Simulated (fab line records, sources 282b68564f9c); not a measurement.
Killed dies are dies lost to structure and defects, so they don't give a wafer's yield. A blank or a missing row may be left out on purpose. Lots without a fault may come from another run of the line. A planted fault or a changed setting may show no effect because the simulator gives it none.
fab line records | flow rit_cmos
record lots=5 wafers=23
route steps=202 shown NLDD@111 PLDD@122 SPACER@128 NSD@139 PSD@147 SDANNEAL@156 SILICIDE@162 CONTACT@175
start_h: hours from the record's first day to the start of the lot's first wafer shown | wait_h: hours since the lot's step before | " the same as in the row above | L1.1+2: a row that stands for several wafers | - no value, or no start given | * or withheld: withheld | < > ~ a bound
route shown NAME@n: a module of which the file shows steps, and the number in the route of the first | usual: mean/standard deviation of fault-free wafers | same: alike in all rows | chamber/n: place in a boat | sites: the reading at each site | _std_site: their standard deviation | _edge_site: outer sites' mean less inner sites' | radius_mm: how far each site lies from the wafer's centre | mask NAME#n: copy n | behind: the tool/chamber that last shaped the wafer | hold: why the lot was held/for how many hours/how that ended | device: the transistor (n, p or np) that didn't switch | end of line: the same wafers' tests at the end of the route | a step without rows: its recipe alone | killed: dies lost to structure and defects at the first sort, not the wafer's yield | map: a wafer's dies, x killed, . not, _ none there
set.NAME: the setting as run; set.NAME@STEP: as run at that earlier step | model.NAME: the simulator's own value behind a step, which no gauge read
lots whose settings were changed on purpose; a table a step, a row a wafer
## steps
# step RIT_NLDD_IMPLANT_08
# recipe species=P energy_kev=20 dose_cm2=5e+14 tilt_deg=7
# columns lot.wafer tool chamber start_h wait_h set.dose_cm2
L075.2+5+6 implanter-02 0 48.91 0.1 5e+14
L076.1+3+6 implanter-03 0 52.43 0.1 5e+14
L076.2+5 " 0 " " 5.348e+14
L080.2+3+4+5+6 implanter-01 0 72.78 0.1 5e+14
L082.1+4+5 implanter-01 0 82.41 0.1 5e+14
L082.2+3 " 0 " " 4.665e+14
L083.1+2+3+4+5 implanter-02 0 86.64 0.1 5e+14
# step RIT_NLDD_STRIP_09
# recipe chemistry=O2 time_s=180 resist=NOVOLAK platen_temp_c=withheld power_w=500 pressure_mtorr=4000 o2_flow_sccm=4000
# step RIT_NLDD_TW_MEAS_10
# usual NLDD_TW=2482/18
# columns lot.wafer tool chamber start_h wait_h set.dose_cm2@NLDD_IMPLANT_08 NLDD_TW
L075.2 film_metro-02 - 49.22 0.1 5e+14 2496
L075.5 " - " " 5e+14 2498
L075.6 " - " " 5e+14 2505
L076.1 film_metro-03 - 52.76 0.1 5e+14 2471
L076.2 " - " " 5.348e+14 2513
L076.3 " - " " 5e+14 2461
L076.5 " - " " 5.348e+14 2522
L076.6 " - " " 5e+14 2457
L080.2 film_metro-02 - 73.09 0.1 5e+14 2492
L080.3 " - " " 5e+14 2494
L080.4 " - " " 5e+14 2494
L080.5 " - " " 5e+14 2493
L080.6 " - " " 5e+14 2483
L082.1 film_metro-04 - 82.74 0.1 5e+14 2464
L082.2 " - " " 4.665e+14 2395
L082.3 " - " " 4.665e+14 2412
L082.4 " - " " 5e+14 2458
L082.5 " - " " 5e+14 2451
L083.1 film_metro-02 - 86.97 0.1 5e+14 2490
L083.2 " - " " 5e+14 2489
L083.3 " - " " 5e+14 2505
L083.4 " - " " 5e+14 2490
L083.5 " - " " 5e+14 2500
# step RIT_PLDD_IMPLANT_08
# recipe species=BF2 energy_kev=20 dose_cm2=9e+14 tilt_deg=7
# columns lot.wafer tool chamber start_h wait_h set.energy_kev model.implant.drp_nm
L075.2+5+6 implanter-01 0 50.33 0.1 20 9.752
L076.1+2+3+5+6 implanter-01 0 53.98 0.1 20 9.752
L080.2+4+5 implanter-02 0 74.20 0.1 20 9.752
L080.3+6 " 0 " " 19.67 9.638
L082.1+2+3 implanter-02 0 83.83 0.1 19.45 9.562
L082.4+5 " 0 " " 20 9.752
L083.1+4 implanter-01 0 88.19 0.1 19.39 9.542
L083.2+3+5 " 0 " " 20 9.752
# step RIT_PLDD_STRIP_09
# recipe chemistry=O2 time_s=180 resist=NOVOLAK platen_temp_c=withheld power_w=500 pressure_mtorr=4000 o2_flow_sccm=4080
# step RIT_SPACER_CVD_03
# recipe material=Si3N4 target_thk_nm=250 temp_c=810 precursor=SiH2Cl2/NH3 time_s=3300 pressure_mtorr=300 sih2cl2_flow_sccm=60 nh3_flow_sccm=150
# step RIT_SPACER_ETCHBACK_05
# recipe target_depth_a=2500 SF6_flow_sccm=30 CHF3_flow_sccm=30 target=Si3N4 chemistry=SF6/CHF3 pressure_mtorr=40 rf_w=250 time_s=240 stop_on=SiO2
# columns lot.wafer tool chamber start_h wait_h set.pressure_mtorr@GATE_CVD_08 model.poly-Si_of_GATE_CVD_08.thk_nm
L075.2 rie_diel-03 1 53.03 0.0 300 165.9
L075.5 " 2 " " 300 174
L075.6 " 3 " " 300 169.2
L076.1 rie_diel-01 3 56.70 0.1 288.6 166.3
L076.2 " 1 " " 288.6 167.4
L076.3 " 0 " " 288.6 170
L076.5 " 0 " " 288.6 169.4
L076.6 " 3 " " 288.6 166.9
L080.2 rie_diel-02 2 76.91 0.0 272.7 156.4
L080.3 " 3 " " 272.7 156.2
L080.4 " 0 " " 272.7 152.2
L080.5 " 2 " " 272.7 157.2
L080.6 " 3 " " 272.7 157.7
L082.1 rie_diel-02 3 86.56 0.1 341.8 182.8
L082.2 " 1 " " 341.8 183.3
L082.3 " 0 " " 341.8 181.1
L082.4 " 2 " " 341.8 186
L082.5 " 3 " " 341.8 183.2
L083.1 rie_diel-02 1 90.93 0.1 263.3 151.4
L083.2 " 2 " " 263.3 151.6
L083.3 " 3 " " 263.3 149.1
L083.4 " 0 " " 263.3 147.8
L083.5 " 1 " " 263.3 151.3
# step RIT_NSD_IMPLANT_08
# recipe species=P energy_kev=25 dose_cm2=1e+15 tilt_deg=7
# columns lot.wafer tool chamber start_h wait_h set.dose_cm2
L075.2+5+6 implanter-03 0 54.37 0.1 1e+15
L076.1+2+3 implanter-02 0 57.89 0.1 1e+15
L076.5+6 " 0 " " 1.068e+15
L080.2+3+4+5+6 implanter-03 0 78.12 0.1 1e+15
L082.1+2+4 implanter-03 0 87.87 0.1 1e+15
L082.3+5 " 0 " " 1.06e+15
L083.1+2+5 implanter-04 0 92.24 0.1 1.034e+15
L083.3+4 " 0 " " 1e+15
# step RIT_PSD_DEVELOP_05
# recipe resist=NOVOLAK develop_time_s=50 dev_temp_c=23
# columns lot.wafer tool chamber start_h wait_h set.develop_time_s
L075.2+5+6 litho_track-02 0 - - 50
L076.1+2+6 litho_track-03 0 - - 42.93
L076.3+5 " 0 " " 50
L080.2+3+5 litho_track-03 0 - - 55.74
L080.4+6 " 0 " " 50
L082.1+2+3+4+5 litho_track-03 0 - - 50
L083.1+2+3+4+5 litho_track-03 0 - - 50
# step RIT_PSD_HARDBAKE_07
# recipe resist=NOVOLAK temp_c=140 time_s=60
# step RIT_SDANNEAL_RTA_03
# recipe temp_c=1050 time_s=5 idle_temp_c=600 ramp_up_c_per_s=342 ramp_down_c_per_s=171 cool_to_c=600 ambient=N2
# step RIT_SDANNEAL_RS_MEAS_05
# recipe thk_meas_gauge=four-point-probe
# usual NSD_RS=84.4/0.4
# columns lot.wafer tool chamber start_h wait_h set.dose_cm2@NSD_IMPLANT_08 NSD_RS[ohm/sq]
L075.2 film_metro-03 - 56.94 0.1 1e+15 84.3
L075.5 " - " " 1e+15 84.1
L075.6 " - " " 1e+15 84.1
L076.1 film_metro-03 - 60.24 0.1 1e+15 84.6
L076.2 " - " " 1e+15 84.3
L076.3 " - " " 1e+15 84.3
L076.5 " - " " 1.068e+15 80.1
L076.6 " - " " 1.068e+15 80.3
L080.2 film_metro-03 - 80.61 0.1 1e+15 84.0
L080.3 " - " " 1e+15 84.4
L080.4 " - " " 1e+15 84.4
L080.5 " - " " 1e+15 84.5
L080.6 " - " " 1e+15 84.2
L082.1 film_metro-03 - 90.37 0.1 1e+15 83.9
L082.2 " - " " 1e+15 83.8
L082.3 " - " " 1.06e+15 80.2
L082.4 " - " " 1e+15 83.8
L082.5 " - " " 1.06e+15 79.8
L083.1 film_metro-03 - 94.59 0.1 1.034e+15 82.3
L083.2 " - " " 1.034e+15 82.3
L083.3 " - " " 1e+15 84.3
L083.4 " - " " 1e+15 84.3
L083.5 " - " " 1.034e+15 82.2
# step RIT_SDANNEAL_RS_MEAS_06
# recipe thk_meas_gauge=four-point-probe
# usual PLDD_RS=178.3/0.43
# columns lot.wafer tool chamber start_h wait_h set.energy_kev@PLDD_IMPLANT_08 PLDD_RS[ohm/sq]
L075.2 film_metro-03 - 57.06 0.1 20 178.9
L075.5 " - " " 20 179.0
L075.6 " - " " 20 177.8
L076.1 film_metro-03 - 60.36 0.1 20 178.7
L076.2 " - " " 20 178.7
L076.3 " - " " 20 177.9
L076.5 " - " " 20 178.5
L076.6 " - " " 20 178.6
L080.2 film_metro-03 - 80.73 0.1 20 178.2
L080.3 " - " " 19.67 178.5
L080.4 " - " " 20 178.8
L080.5 " - " " 20 178.3
L080.6 " - " " 19.67 179.1
L082.1 film_metro-03 - 90.49 0.1 19.45 180.8
L082.2 " - " " 19.45 180.2
L082.3 " - " " 19.45 180.0
L082.4 " - " " 20 178.8
L082.5 " - " " 20 178.4
L083.1 film_metro-03 - 94.71 0.1 19.39 180.9
L083.2 " - " " 20 178.9
L083.3 " - " " 20 178.7
L083.4 " - " " 19.39 180.6
L083.5 " - " " 20 178.5
# step RIT_SDANNEAL_RS_MEAS_07
# recipe thk_meas_gauge=four-point-probe
# usual NLDD_RS=151.5/0.53
# columns lot.wafer tool chamber start_h wait_h set.dose_cm2@NLDD_IMPLANT_08 NLDD_RS[ohm/sq]
L075.2 film_metro-03 - 57.18 0.1 5e+14 150.8
L075.5 " - " " 5e+14 151.6
L075.6 " - " " 5e+14 150.6
L076.1 film_metro-03 - 60.48 0.1 5e+14 151.3
L076.2 " - " " 5.348e+14 143.7
L076.3 " - " " 5e+14 151.3
L076.5 " - " " 5.348e+14 143.2
L076.6 " - " " 5e+14 151.1
L080.2 film_metro-03 - 80.85 0.1 5e+14 151.6
L080.3 " - " " 5e+14 151.5
L080.4 " - " " 5e+14 151.3
L080.5 " - " " 5e+14 151.4
L080.6 " - " " 5e+14 151.8
L082.1 film_metro-03 - 90.61 0.1 5e+14 151.4
L082.2 " - " " 4.665e+14 160.5
L082.3 " - " " 4.665e+14 160.0
L082.4 " - " " 5e+14 151.7
L082.5 " - " " 5e+14 151.3
L083.1 film_metro-03 - 94.83 0.1 5e+14 151.6
L083.2 " - " " 5e+14 151.0
L083.3 " - " " 5e+14 151.7
L083.4 " - " " 5e+14 151.3
L083.5 " - " " 5e+14 151.3
# step RIT_SILICIDE_SPUTTER_01
# recipe material=Ti target_thk_nm=30 power_w=350 chamber_pressure_pa=0.667 gas=Ar time_s=240 substrate_temp_c=25
# columns lot.wafer tool chamber start_h wait_h set.time_s model.Ti_of_SILICIDE_SPUTTER_01.thk_nm
L075.2 pvd_sputter-03 - 57.29 0.0 240 30.26
L075.5 " - " " 240 30.13
L075.6 " - " " 240 29.5
L076.1 pvd_sputter-04 - 60.61 0.0 240 29.23
L076.2 " - " " 240 29.77
L076.3 " - " " 240 29.98
L076.5 " - " " 240 29.48
L076.6 " - " " 240 29.85
L080.2 pvd_sputter-04 - 80.96 0.0 240 30.25
L080.3 " - " " 268.6 33.12
L080.4 " - " " 268.6 33.39
L080.5 " - " " 240 29.7
L080.6 " - " " 268.6 33.33
L082.1 pvd_sputter-04 - 90.74 0.0 240 30.07
L082.2 " - " " 229.7 28.98
L082.3 " - " " 240 30.37
L082.4 " - " " 229.7 29.42
L082.5 " - " " 240 30.41
L083.1 pvd_sputter-03 - 94.97 0.0 240 29.19
L083.2 " - " " 240 29.84
L083.3 " - " " 240 30.09
L083.4 " - " " 240 30.21
L083.5 " - " " 240 30.02
# step RIT_SILICIDE_RS_MEAS_02
# recipe thk_meas_gauge=four-point-probe reads=Ti_of_SILICIDE_SPUTTER_01
# usual SILICIDE_TI_RS=48.2/0.78
# columns lot.wafer tool chamber start_h wait_h set.time_s@SILICIDE_SPUTTER_01 SILICIDE_TI_RS[ohm/sq]
L075.2 film_metro-01 - 57.46 0.1 240 47.4
L075.5 " - " " 240 47.7
L075.6 " - " " 240 48.9
L076.1 film_metro-01 - 60.76 0.1 240 49.5
L076.2 " - " " 240 48.4
L076.3 " - " " 240 47.9
L076.5 " - " " 240 48.9
L076.6 " - " " 240 48.2
L080.2 film_metro-04 - 81.13 0.1 240 47.4
L080.3 " - " " 268.6 42.3
L080.4 " - " " 268.6 41.8
L080.5 " - " " 240 48.5
L080.6 " - " " 268.6 42.1
L082.1 film_metro-02 - 90.89 0.1 240 47.7
L082.2 " - " " 229.7 49.9
L082.3 " - " " 240 47.1
L082.4 " - " " 229.7 49.0
L082.5 " - " " 240 47.0
L083.1 film_metro-01 - 95.12 0.1 240 49.6
L083.2 " - " " 240 48.2
L083.3 " - " " 240 47.7
L083.4 " - " " 240 47.4
L083.5 " - " " 240 47.8
# step RIT_SILICIDE_THK_MEAS_03
# recipe thk_meas_gauge=xrf reads=Ti_of_SILICIDE_SPUTTER_01
# usual SILICIDE_TI_THK=29.7/0.4
# columns lot.wafer tool chamber start_h wait_h set.time_s@SILICIDE_SPUTTER_01 SILICIDE_TI_THK[nm]
L075.2 film_metro-01 - 57.57 0.1 240 30.1
L075.5 " - " " 240 30.1
L075.6 " - " " 240 29.5
L076.1 film_metro-01 - 60.88 0.1 240 29.2
L076.2 " - " " 240 29.8
L076.3 " - " " 240 29.7
L076.5 " - " " 240 29.3
L076.6 " - " " 240 29.8
L080.2 film_metro-04 - 81.24 0.1 240 29.9
L080.3 " - " " 268.6 32.8
L080.4 " - " " 268.6 32.9
L080.5 " - " " 240 29.3
L080.6 " - " " 268.6 32.9
L082.1 film_metro-02 - 91.01 0.1 240 29.9
L082.2 " - " " 229.7 28.6
L082.3 " - " " 240 30.1
L082.4 " - " " 229.7 29.1
L082.5 " - " " 240 30.2
L083.1 film_metro-01 - 95.24 0.1 240 29.2
L083.2 " - " " 240 29.7
L083.3 " - " " 240 30.1
L083.4 " - " " 240 30.1
L083.5 " - " " 240 30.0
# step RIT_CONTACT_DEVELOP_07
# recipe resist=NOVOLAK develop_time_s=120 dev_temp_c=23
# columns lot.wafer tool chamber start_h wait_h set.develop_time_s
L075.2+5+6 litho_track-01 0 - - 120
L076.1+5+6 litho_track-04 0 - - 120
L076.2+3 " 0 " " 103.5
L080.2+5+6 litho_track-01 0 - - 111.2
L080.3+4 " 0 " " 120
L082.1+2+5 litho_track-01 0 - - 120
L082.3+4 " 0 " " 127.3
L083.1+2+3+4+5 litho_track-01 0 - - 120
# step RIT_CONTACT_CD_MEAS_08
# recipe target_cd_nm=1000
# usual cd_nm=999.3/2
# columns lot.wafer tool chamber start_h wait_h set.develop_time_s@CONTACT_DEVELOP_07 cd_nm
L075.2 cd_sem-02 - 58.89 - 120 1000.7
L075.5 " - " " 120 1002.1
L075.6 " - " " 120 1001.7
L076.1 cd_sem-02 - 62.55 - 120 997.5
L076.2 " - " " 103.5 984.8
L076.3 " - " " 103.5 983.0
L076.5 " - " " 120 996.3
L076.6 " - " " 120 995.9
L080.2 cd_sem-02 - 82.57 - 111.2 992.6
L080.3 " - " " 120 998.3
L080.4 " - " " 120 999.4
L080.5 " - " " 111.2 993.1
L080.6 " - " " 111.2 992.8
L082.1 cd_sem-02 - 92.62 - 120 998.2
L082.2 " - " " 120 1001.3
L082.3 " - " " 127.3 1003.3
L082.4 " - " " 127.3 1003.7
L082.5 " - " " 120 1002.4
L083.1 cd_sem-01 - 96.55 - 120 998.6
L083.2 " - " " 120 999.4
L083.3 " - " " 120 1000.4
L083.4 " - " " 120 1000.4
L083.5 " - " " 120 1002.2
# step RIT_CONTACT_HARDBAKE_10
# recipe resist=NOVOLAK temp_c=140 time_s=60
# step RIT_CONTACT_ETCH_11
# recipe target_depth_a=4800 over_etch_frac=0.2 stop_on=TiSi2 chemistry=CHF3/CF4/Ar target=SiO2 CHF3_flow_sccm=50 cf4_flow_sccm=10 Ar_flow_sccm=100 O2_flow_sccm=5 pressure_mtorr=100 rf_w=200 time_s=320
# columns lot.wafer tool chamber start_h wait_h set.develop_time_s@CONTACT_DEVELOP_07 model.CONTACT.cd_nm
L075.2 rie_diel-03 2 59.18 0.1 120 1000
L075.5+6 " 2,1 " " 120 1002
L076.1 rie_diel-02 2 62.96 0.1 120 996.8
L076.2 " 0 " " 103.5 985.1
L076.3 " 3 " " 103.5 982.7
L076.5 " 3 " " 120 996.4
L076.6 " 0 " " 120 995.6
L080.2 rie_diel-03 0 82.85 0.1 111.2 992.6
L080.3 " 1 " " 120 998.1
L080.4 " 3 " " 120 1000
L080.5 " 0 " " 111.2 993.1
L080.6 " 1 " " 111.2 992.4
L082.1 rie_diel-03 0 92.93 0.1 120 998.5
L082.2+5 " 3,0 " " 120 1002
L082.3+4 " 1,2 " " 127.3 1003
L083.1 rie_diel-04 0 96.86 0.1 120 999.5
L083.2 " 3 " " 120 999.3
L083.3+4 " 2,1 " " 120 1000
L083.5 " 0 " " 120 1003
# step RIT_CONTACT_STRIP_12
# recipe chemistry=O2 time_s=180 resist=NOVOLAK platen_temp_c=withheld power_w=500 pressure_mtorr=4000 o2_flow_sccm=4000
# columns lot.wafer tool chamber start_h wait_h set.time_s
L075.2+5+6 plasma_asher-01 0,1,0 59.37 0.1 180
L076.1+2+3+5+6 plasma_asher-01 0,1,0,0,1 63.15 0.1 180
L080.2+3 plasma_asher-02 1 83.05 0.1 180
L080.4+5+6 " 0,0,1 " " 187.4
L082.1+2 plasma_asher-03 0,1 93.12 0.1 180
L082.3+4+5 " 1,0,1 " " 171.9
L083.1+3+4 plasma_asher-03 0,1,0 97.05 0.1 180
L083.2+5 " 1 " " 157.1
# step RIT_CONTACT_CD_MEAS_90
# recipe target_cd_nm=1000
# usual cd_nm=999.2/2.1
# columns lot.wafer tool chamber start_h wait_h set.develop_time_s@CONTACT_DEVELOP_07 cd_nm
L075.2 cd_sem-02 - 59.57 0.1 120 1000.0
L075.5 " - " " 120 1001.8
L075.6 " - " " 120 1001.4
L076.1 cd_sem-01 - 63.33 0.1 120 996.8
L076.2 " - " " 103.5 985.2
L076.3 " - " " 103.5 982.8
L076.5 " - " " 120 996.3
L076.6 " - " " 120 995.1
L080.2 cd_sem-01 - 83.24 0.1 111.2 992.6
L080.3 " - " " 120 998.0
L080.4 " - " " 120 1000.1
L080.5 " - " " 111.2 993.1
L080.6 " - " " 111.2 992.2
L082.1 cd_sem-01 - 93.30 0.1 120 998.5
L082.2 " - " " 120 1002.2
L082.3 " - " " 127.3 1002.8
L082.4 " - " " 127.3 1003.4
L082.5 " - " " 120 1002.1
L083.1 cd_sem-01 - 97.22 0.1 120 999.3
L083.2 " - " " 120 999.1
L083.3 " - " " 120 1000.0
L083.4 " - " " 120 1000.3
L083.5 " - " " 120 1002.7
## key
split step=RIT_NLDD_IMPLANT_08 setting=dose_cm2 stated=5e+14 by=wafer
response step=RIT_NLDD_TW_MEAS_10 reading=NLDD_TW change=+7.93 per=1% r=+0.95
response step=RIT_SDANNEAL_RS_MEAS_07 reading=NLDD_RS change=-1.21 per=1% r=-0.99
split step=RIT_PLDD_IMPLANT_08 setting=energy_kev stated=20 by=wafer
response step=RIT_PLDD_IMPLANT_08 reading=model.implant.drp_nm change=+0.0688 per=1% r=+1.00
response step=RIT_SDANNEAL_RS_MEAS_06 reading=PLDD_RS change=-0.596 per=1% r=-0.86
split step=RIT_NSD_IMPLANT_08 setting=dose_cm2 stated=1e+15 by=wafer
response step=RIT_SDANNEAL_RS_MEAS_05 reading=NSD_RS change=-0.621 per=1% r=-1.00
split step=RIT_PSD_DEVELOP_05 setting=develop_time_s stated=50 by=wafer
response none clear
split step=RIT_SILICIDE_SPUTTER_01 setting=time_s stated=240 by=wafer
response step=RIT_SILICIDE_SPUTTER_01 reading=model.Ti_of_SILICIDE_SPUTTER_01.thk_nm change=+0.274 per=1% r=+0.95
response step=RIT_SILICIDE_RS_MEAS_02 reading=SILICIDE_TI_RS change=-0.492 per=1% r=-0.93
response step=RIT_SILICIDE_THK_MEAS_03 reading=SILICIDE_TI_THK change=+0.274 per=1% r=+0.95
split step=RIT_CONTACT_DEVELOP_07 setting=develop_time_s stated=120 by=wafer
response step=RIT_CONTACT_CD_MEAS_08 reading=cd_nm change=+0.842 per=1% r=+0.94
response step=RIT_CONTACT_ETCH_11 reading=model.CONTACT.cd_nm change=+0.826 per=1% r=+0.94
response step=RIT_CONTACT_CD_MEAS_90 reading=cd_nm change=+0.81 per=1% r=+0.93
split step=RIT_CONTACT_STRIP_12 setting=time_s stated=180 by=wafer
response none clear
split outside_this_file step=RIT_GATE_CVD_08 setting=pressure_mtorr
# split outside_this_file: this setting was split too, and the file shows its column; the key of that split is in another file
